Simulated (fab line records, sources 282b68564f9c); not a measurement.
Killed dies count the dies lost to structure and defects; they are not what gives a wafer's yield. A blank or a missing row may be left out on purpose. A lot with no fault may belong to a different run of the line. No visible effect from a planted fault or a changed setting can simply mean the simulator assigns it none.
Struck lot and sound lot, side by side    flow rit_cmos    15 steps out of a route of 202
Sound: these wafers, L581.1, L581.2, L581.4. Wafers struck: L588.3, L588.4, L588.5. The cause is named last.
At each step with rows: each side's tool, then ch and its chambers, then its first start. Under that, the readings that differ: sound wafers    struck wafers    difference of the means    sigmas: that difference in standard deviations of wafers without a fault.
alike: readings with means less than 2 such deviations apart, plus words and numbers identical on both sides. not compared: withheld readings, readings lacking a value on some wafer, bounds such as >300 that could conceal the same value, and numbers that have no deviation in the record and whose values overlap.
The two part at a step that has a row with sigmas, a row that says differs or no value, or rows on one side only. Non-overlapping numbers with no deviation appear without sigmas and do not part them. Lack of a reading on every wafer of one side parts them only where that side has two or more wafers.

first, 2 steps without rows for these wafers: RIT_NRETRO_HARDBAKE_07 (time 120 s); RIT_NRETRO_IMPLANT_08.
RIT_NRETRO_STRIP_09: strips in O2, time 180 s.
  sound on plasma_asher-04 ch 0,1, day 4 23:07; struck on plasma_asher-04 ch 0,1, day 6 09:39
  alike: drypump_motor_current_A
  not compared: rf_hours_counter_h
RIT_NRETRO_TW_MEAS_10:
  struck on film_metro-03, day 6 09:47; sound on film_metro-01, day 4 23:17
  alike: NRETRO_TW
then, 6 steps without rows for these wafers: RIT_PRETRO_HMDS_00 (prime time 60 s); RIT_PRETRO_COAT_01 (resist thk 1300 nm); RIT_PRETRO_SOFTBAKE_02 (time 60 s); RIT_PRETRO_EXPOSE_03 (exposes mask M5, target cd 43700 nm); RIT_PRETRO_PEB_04; RIT_PRETRO_DEVELOP_05 (develop time 68 s).
RIT_PRETRO_OVL_MEAS_06:
  struck on overlay-02, day 6 10:50; sound on overlay-01, day 5 00:13
  alike: PRETRO_OVL
then, 1 step without rows for these wafers: RIT_PRETRO_HARDBAKE_07 (time 120 s).
RIT_PRETRO_IMPLANT_08:
  sound on implanter-03 ch 0, day 5 00:31; struck on implanter-03 ch 0, day 6 11:10
reading             sound              struck             difference  sigmas
tilt_deg (degrees)  7.052 7.032 7.020  6.103 6.139 6.104  -0.919      -42
  alike: beam_on_s, end_station_pressure_torr
RIT_PRETRO_STRIP_09: strips in O2, time 180 s.
  sound on plasma_asher-01 ch 0,1, day 5 00:40; struck on plasma_asher-04 ch 0,1, day 6 11:19
  alike: drypump_motor_current_A
  not compared: rf_hours_counter_h
RIT_M1_PROBE_99:
  struck on prober-01, day 7 14:32; sound on prober-02, day 6 02:40
reading             sound  struck  difference  sigmas
killed_at_M0_to_M3  1 0 0  0 0 0   +0          -2
  alike: killed_at_contacts, killed_at_front_end, killed_dies, killed_open, killed_short

== WHERE THEY PART ==
Last at RIT_M1_PROBE_99 as far as this record goes, first at RIT_PRETRO_IMPLANT_08.

WHY: whatever the simulator had introduced
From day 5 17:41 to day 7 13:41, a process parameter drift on implanter-03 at RIT_PRETRO_IMPLANT_08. Setting tilt_deg shifted by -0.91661 from 7. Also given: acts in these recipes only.
